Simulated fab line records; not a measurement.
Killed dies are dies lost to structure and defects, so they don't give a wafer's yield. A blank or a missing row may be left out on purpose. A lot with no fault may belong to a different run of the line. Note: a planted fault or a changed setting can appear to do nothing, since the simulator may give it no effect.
fab line records + flow ritCmos
record
- lots=5
- wafers=15
- lastDay=7
route steps=202 shown REOX@100 NLDD@103 PLDD@114 SPACER@125
lots with no fault: from the same line, run without faults
startH: start of the lot's first displayed wafer, in hours after the record's first day + waitH: time in hours since the lot's previous step + " repeats the value in the row above + L1.1+2: several wafers, shown together as one row + - either no value or no given start + * or withheld: withheld + < > ~ a bound
route shown NAME@n: a module of which the file shows steps, and the number in the route of the first + usual: mean and standard deviation over wafers with no fault + same: alike in all rows + chamber/n: place in a boat + sites: each site's reading + _std_site: their standard deviation + _edge_site: mean of outer sites minus mean of inner sites + radiusMm: for every site, how far away it sits from the centre of the wafer + mask NAME#n: copy n + behind: tool/chamber where the wafer was last shaped + hold: why the lot went on hold/how many hours it stayed there/how the hold came to an end + device: names the non-switching transistor (n, p or np) + end of line: the route-end tests of the same wafers + where a step has no rows: the recipe by itself + killed: count of dies lost to structure and defects at first sort (not the wafer's yield) + map: a wafer's dies, x killed, . not, _ none there
set.NAME: the setting the step ran with; set.NAME@STEP: the setting that earlier step ran with + model.NAME: the simulator's own value behind a step, which no gauge read
certain route steps with their lots: each step a table, each wafer a row
services: a tool's chamber out of use, with start hour (startH, from the record's first day; less than 0 if before it), hours out, and reason
## steps
# step RIT_REOX_CLEAN_02
# recipe
- chemistry=SC2
- mix=3:3:50
- timeS=600
- tempC=75
- dry=n2Spin
# step RIT_REOX_OXIDATION_03
# recipe
- tempC=900
- ambient=O2
- targetThkA=252
- oxTimeS=5580
# step RIT_REOX_THK_MEAS_04
# recipe
- reads=SiO2_of_REOX_OXIDATION_03
# usual
- REOX_OXIDE_THK=25.5/0.58
| lot.wafer | tool         | chamber | startH | waitH | REOX_OXIDE_THK[nm] |
|-----------|--------------|---------|--------|-------|--------------------|
| L168.1    | filmMetro-03 | -       | 48.49  | 0.0   | 24.8               |
| L168.3    | "            | -       | "      | "     | 25.0               |
| L168.5    | "            | -       | "      | "     | 24.5               |
| L178.2    | filmMetro-04 | -       | 98.34  | 0.0   | 26.4               |
| L178.3    | "            | -       | "      | "     | 26.0               |
| L178.5    | "            | -       | "      | "     | 26.4               |
| L183.1    | filmMetro-03 | -       | 122.10 | 0.0   | 24.9               |
| L183.2    | "            | -       | "      | "     | 24.8               |
| L183.5    | "            | -       | "      | "     | 25.2               |
| L186.1    | filmMetro-03 | -       | 135.53 | 0.0   | 26.0               |
| L186.3    | "            | -       | "      | "     | 25.5               |
| L186.5    | "            | -       | "      | "     | 26.3               |
| L188.2    | filmMetro-02 | -       | 146.35 | 0.0   | 25.4               |
| L188.5    | "            | -       | "      | "     | 25.0               |
| L188.6    | "            | -       | "      | "     | 25.7               |
# step RIT_NLDD_HMDS_00
# recipe
- primeTimeS=60
- primeTempC=140
# step RIT_NLDD_COAT_01
# recipe
- resist=NOVOLAK
- spinRpm=3250
- resistThkNm=1000
# step RIT_NLDD_SOFTBAKE_02
# recipe
- resist=NOVOLAK
- tempC=90
- timeS=60
# step RIT_NLDD_EXPOSE_03
# recipe
- maskId=M7
- na=0.57
- targetCdNm=40700
- doseMj=250
# step RIT_NLDD_PEB_04
# recipe
- resist=NOVOLAK
- tempC=withheld
- timeS=withheld
# step RIT_NLDD_DEVELOP_05
# recipe
- resist=NOVOLAK
- developTimeS=50
- devTempC=23
# step RIT_NLDD_OVL_MEAS_06
# usual
- NLDD_OVL=-0.2/1.1
| lot.wafer | tool       | chamber | startH | waitH | NLDD_OVL[nm] |
|-----------|------------|---------|--------|-------|--------------|
| L168.1    | overlay-02 | -       | 49.55  | -     | 1.9          |
| L168.3    | "          | -       | "      | "     | 0.5          |
| L168.5    | "          | -       | "      | "     | -2.5         |
| L178.2    | overlay-01 | -       | 99.37  | -     | -1.8         |
| L178.3    | "          | -       | "      | "     | -1.0         |
| L178.5    | "          | -       | "      | "     | -0.1         |
| L183.1    | overlay-02 | -       | 123.13 | -     | -1.0         |
| L183.2    | "          | -       | "      | "     | -1.8         |
| L183.5    | "          | -       | "      | "     | -0.6         |
| L186.1    | overlay-01 | -       | 136.57 | -     | -0.6         |
| L186.3    | "          | -       | "      | "     | 0.2          |
| L186.5    | "          | -       | "      | "     | -0.6         |
| L188.2    | overlay-02 | -       | 147.26 | -     | -0.3         |
| L188.5    | "          | -       | "      | "     | 0.1          |
| L188.6    | "          | -       | "      | "     | -0.2         |
# step RIT_NLDD_HARDBAKE_07
# recipe
- resist=NOVOLAK
- tempC=140
- timeS=60
# step RIT_NLDD_IMPLANT_08
# recipe
- species=P
- energyKev=19.89
- doseCm2=5e+14
- tiltDeg=7
# step RIT_NLDD_STRIP_09
# recipe
- chemistry=O2
- timeS=180
- resist=NOVOLAK
- platenTempC=withheld
- powerW=500
- pressureMtorr=4000
- o2FlowSccm=4000
# usual
- drypumpMotorCurrentA=5.7/0.33
- o2FlowSccm=4000/11
- runLengthS=208.3/0.33
| lot.wafer | tool           | chamber | startH | waitH | drypumpMotorCurrentA | o2FlowSccm | rfHoursCounterH | runLengthS | model.NOVOLAK_of_NLDD_COAT_01.thkNm |
|-----------|----------------|---------|--------|-------|----------------------|------------|-----------------|------------|-------------------------------------|
| L168.1    | plasmaAsher-01 | 1       | 50.00  | 0.1   | 6.0                  | 3985       | 41              | 207.8      | 0                                   |
| L168.3    | "              | 1       | "      | "     | 6.0                  | 3989       | -               | 208.0      | 0                                   |
| L168.5    | "              | 0       | "      | "     | 5.0                  | 3987       | -               | 208.1      | 0                                   |
| L178.2    | plasmaAsher-01 | 1       | 99.70  | 0.1   | 6.0                  | 3960       | 47              | 72.5       | 152.6                               |
| L178.3    | "              | 1       | "      | "     | 6.0                  | 3986       | -               | 73.0       | 152                                 |
| L178.5    | "              | 0       | "      | "     | 5.0                  | 3994       | -               | 72.2       | 153.5                               |
| L183.1    | plasmaAsher-03 | 1       | 123.47 | 0.1   | 5.7                  | 4008       | 52              | 208.8      | 0                                   |
| L183.2    | "              | 0       | "      | "     | 5.7                  | 4001       | 52              | 208.1      | 0                                   |
| L183.5    | "              | 0       | "      | "     | 5.7                  | 3997       | -               | 208.6      | 0                                   |
| L186.1    | plasmaAsher-03 | 1       | 137.22 | 0.3   | 5.7                  | 4004       | 54              | 208.5      | 0                                   |
| L186.3    | "              | 0       | "      | "     | 5.8                  | 3986       | -               | 207.7      | 0                                   |
| L186.5    | "              | 0       | "      | "     | 5.8                  | 3976       | -               | 208.2      | 0                                   |
| L188.2    | plasmaAsher-03 | 0       | 147.59 | 0.1   | 5.7                  | 4020       | 56              | 207.9      | 0                                   |
| L188.5    | "              | 1       | "      | "     | 5.7                  | 4003       | -               | 208.9      | 0                                   |
| L188.6    | "              | 0       | "      | "     | 5.7                  | 4013       | -               | 207.8      | 0                                   |
# step RIT_NLDD_TW_MEAS_10
# usual
- NLDD_TW=2501/26
| lot.wafer | tool         | chamber | startH | waitH | NLDD_TW |
|-----------|--------------|---------|--------|-------|---------|
| L168.1    | filmMetro-02 | -       | 50.18  | 0.1   | 2529    |
| L168.3    | "            | -       | "      | "     | 2519    |
| L168.5    | "            | -       | "      | "     | 2525    |
| L178.2    | filmMetro-01 | -       | 99.88  | 0.1   | 2447    |
| L178.3    | "            | -       | "      | "     | 2463    |
| L178.5    | "            | -       | "      | "     | 2455    |
| L183.1    | filmMetro-01 | -       | 123.65 | 0.1   | 2471    |
| L183.2    | "            | -       | "      | "     | 2466    |
| L183.5    | "            | -       | "      | "     | 2471    |
| L186.1    | filmMetro-04 | -       | 137.39 | 0.1   | 2515    |
| L186.3    | "            | -       | "      | "     | 2521    |
| L186.5    | "            | -       | "      | "     | 2524    |
| L188.2    | filmMetro-01 | -       | 147.77 | 0.1   | 2463    |
| L188.5    | "            | -       | "      | "     | 2463    |
| L188.6    | "            | -       | "      | "     | 2457    |
# step RIT_PLDD_HMDS_00
# recipe
- primeTimeS=60
- primeTempC=140
# step RIT_PLDD_COAT_01
# recipe
- resist=NOVOLAK
- spinRpm=3250
- resistThkNm=1000
# step RIT_PLDD_SOFTBAKE_02
# recipe
- resist=NOVOLAK
- tempC=90
- timeS=60
# step RIT_PLDD_EXPOSE_03
# recipe
- maskId=M8
- na=0.57
- targetCdNm=40900
- doseMj=250
# step RIT_PLDD_PEB_04
# recipe
- resist=NOVOLAK
- tempC=withheld
- timeS=withheld
# step RIT_PLDD_DEVELOP_05
# recipe
- resist=NOVOLAK
- developTimeS=50
- devTempC=23
# step RIT_PLDD_OVL_MEAS_06
# usual
- PLDD_OVL=-0.3/1.5
| lot.wafer | tool       | chamber | startH | waitH | PLDD_OVL[nm] |
|-----------|------------|---------|--------|-------|--------------|
| L168.1    | overlay-02 | -       | 51.09  | -     | 0.4          |
| L168.3    | "          | -       | "      | "     | -0.8         |
| L168.5    | "          | -       | "      | "     | -0.8         |
| L178.2    | overlay-02 | -       | 100.88 | -     | -2.5         |
| L178.3    | "          | -       | "      | "     | -3.8         |
| L178.5    | "          | -       | "      | "     | -3.0         |
| L183.1    | overlay-01 | -       | 124.56 | -     | 0.2          |
| L183.2    | "          | -       | "      | "     | 0.6          |
| L183.5    | "          | -       | "      | "     | -0.2         |
| L186.1    | overlay-01 | -       | 138.30 | -     | -2.9         |
| L186.3    | "          | -       | "      | "     | 0.8          |
| L186.5    | "          | -       | "      | "     | 0.1          |
| L188.2    | overlay-01 | -       | 148.68 | -     | -2.5         |
| L188.5    | "          | -       | "      | "     | -0.8         |
| L188.6    | "          | -       | "      | "     | -2.8         |
# step RIT_PLDD_HARDBAKE_07
# recipe
- resist=NOVOLAK
- tempC=140
- timeS=60
# step RIT_PLDD_IMPLANT_08
# recipe
- species=BF2
- energyKev=20
- doseCm2=9e+14
- tiltDeg=7
# step RIT_PLDD_STRIP_09
# recipe
- chemistry=O2
- timeS=180
- resist=NOVOLAK
- platenTempC=withheld
- powerW=500
- pressureMtorr=4000
- o2FlowSccm=4000
# usual
- drypumpMotorCurrentA=5.6/0.45
- o2FlowSccm=4000/11
- runLengthS=208.3/0.32
| lot.wafer | tool           | chamber | startH | waitH | drypumpMotorCurrentA | o2FlowSccm | rfHoursCounterH | runLengthS |
|-----------|----------------|---------|--------|-------|----------------------|------------|-----------------|------------|
| L168.1    | plasmaAsher-01 | 1       | 51.42  | 0.1   | 6.0                  | 4010       | 41              | 208.3      |
| L168.3    | "              | 1       | "      | "     | 6.0                  | 4010       | -               | 208.4      |
| L168.5    | "              | 0       | "      | "     | 5.0                  | 4002       | -               | 208.2      |
| L178.2    | plasmaAsher-01 | 0       | 101.21 | 0.1   | 5.1                  | 4027       | 47              | 208.7      |
| L178.3    | "              | 0       | "      | "     | 5.0                  | 3989       | -               | 208.3      |
| L178.5    | "              | 0       | "      | "     | 5.0                  | 4007       | -               | 208.3      |
| L183.1    | plasmaAsher-04 | 1       | 124.89 | 0.1   | 6.0                  | 4015       | 1               | 208.7      |
| L183.2    | "              | 0       | "      | "     | 5.1                  | 3992       | 1               | 208.1      |
| L183.5    | "              | 1       | "      | "     | 6.0                  | 3996       | -               | 208.6      |
| L186.1    | plasmaAsher-04 | 0       | 138.64 | 0.1   | 5.1                  | 3996       | 3               | 208.0      |
| L186.3    | "              | 1       | "      | "     | 6.0                  | 4004       | -               | 208.9      |
| L186.5    | "              | 1       | "      | "     | 6.0                  | 4005       | -               | 208.7      |
| L188.2    | plasmaAsher-02 | 0       | 149.01 | 0.1   | 5.7                  | 4021       | 26              | 208.0      |
| L188.5    | "              | 0       | "      | "     | 5.7                  | 3992       | -               | 208.4      |
| L188.6    | "              | 1       | "      | "     | 6.1                  | 3993       | -               | 208.3      |
# step RIT_PLDD_TW_MEAS_10
# usual
- PLDD_TW=2355/26
| lot.wafer | tool         | chamber | startH | waitH | PLDD_TW |
|-----------|--------------|---------|--------|-------|---------|
| L168.1    | filmMetro-04 | -       | 51.60  | 0.1   | 2370    |
| L168.3    | "            | -       | "      | "     | 2393    |
| L168.5    | "            | -       | "      | "     | 2388    |
| L178.2    | filmMetro-02 | -       | 101.39 | 0.1   | 30      |
| L178.3    | "            | -       | "      | "     | 30      |
| L178.5    | "            | -       | "      | "     | 30      |
| L183.1    | filmMetro-01 | -       | 125.07 | 0.1   | 2325    |
| L183.2    | "            | -       | "      | "     | 2333    |
| L183.5    | "            | -       | "      | "     | 2332    |
| L186.1    | filmMetro-02 | -       | 138.81 | 0.1   | 2363    |
| L186.3    | "            | -       | "      | "     | 2364    |
| L186.5    | "            | -       | "      | "     | 2367    |
| L188.2    | filmMetro-01 | -       | 149.19 | 0.1   | 2324    |
| L188.5    | "            | -       | "      | "     | 2314    |
| L188.6    | "            | -       | "      | "     | 2331    |
# step RIT_SPACER_CLEAN_00
# recipe
- chemistry=SC1
- mix=3:3:50
- timeS=600
- tempC=75
## services
| tool           | chamber | startH | hours | kind      |
|----------------|---------|--------|-------|-----------|
| plasmaAsher-02 | -       | 92.79  | 55.8  | repair    |
| plasmaAsher-04 | -       | 108.92 | 9.0   | pm        |
| plasmaAsher-04 | 0       | 108.92 | 9.0   | ventCycle |
| plasmaAsher-04 | 1       | 108.92 | 9.0   | ventCycle |
| plasmaAsher-04 | 0       | 117.92 | -     | clean     |
| plasmaAsher-04 | 1       | 117.92 | -     | clean     |
## key
firstSign
- step=RIT_NLDD_STRIP_09
- reading=runLengthS
- direction=down
- sigmas=99+
- usual=*
- struck=*
effect
- step=RIT_PLDD_TW_MEAS_10
- reading=PLDD_TW
- direction=down
- sigmas=88
- usual=2355
- struck=30
modelEffect
- step=RIT_NLDD_STRIP_09
- value=NOVOLAK_of_NLDD_COAT_01.thkNm
- without=0
- struck=152.7
metAt RIT_NLDD_STRIP_09
struckWafers L178.2,L178.3,L178.5
sortLeftOut L178.2,L178.3,L178.5
testerLeftOut L178
onsetBetween 50.00 99.70
fault
- kind=stripAborted
- tool=plasmaAsher-01
- chamber=-
- onsetH=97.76
- steps=RIT_NLDD_STRIP_09
- offset=0.6
- endH=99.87
# testerLeftOut: of these lots the tester's yield and bins aren't shown, on N5 and GAA mostly nor the transistor test; their killed dies are dies lost to structure and defects alone, not to doping, threshold or leakage, so they don't give the yield
# sortLeftOut: the simulated sort isn't trusted on such a fault, so these wafers' sort isn't shown, and their yield isn't known
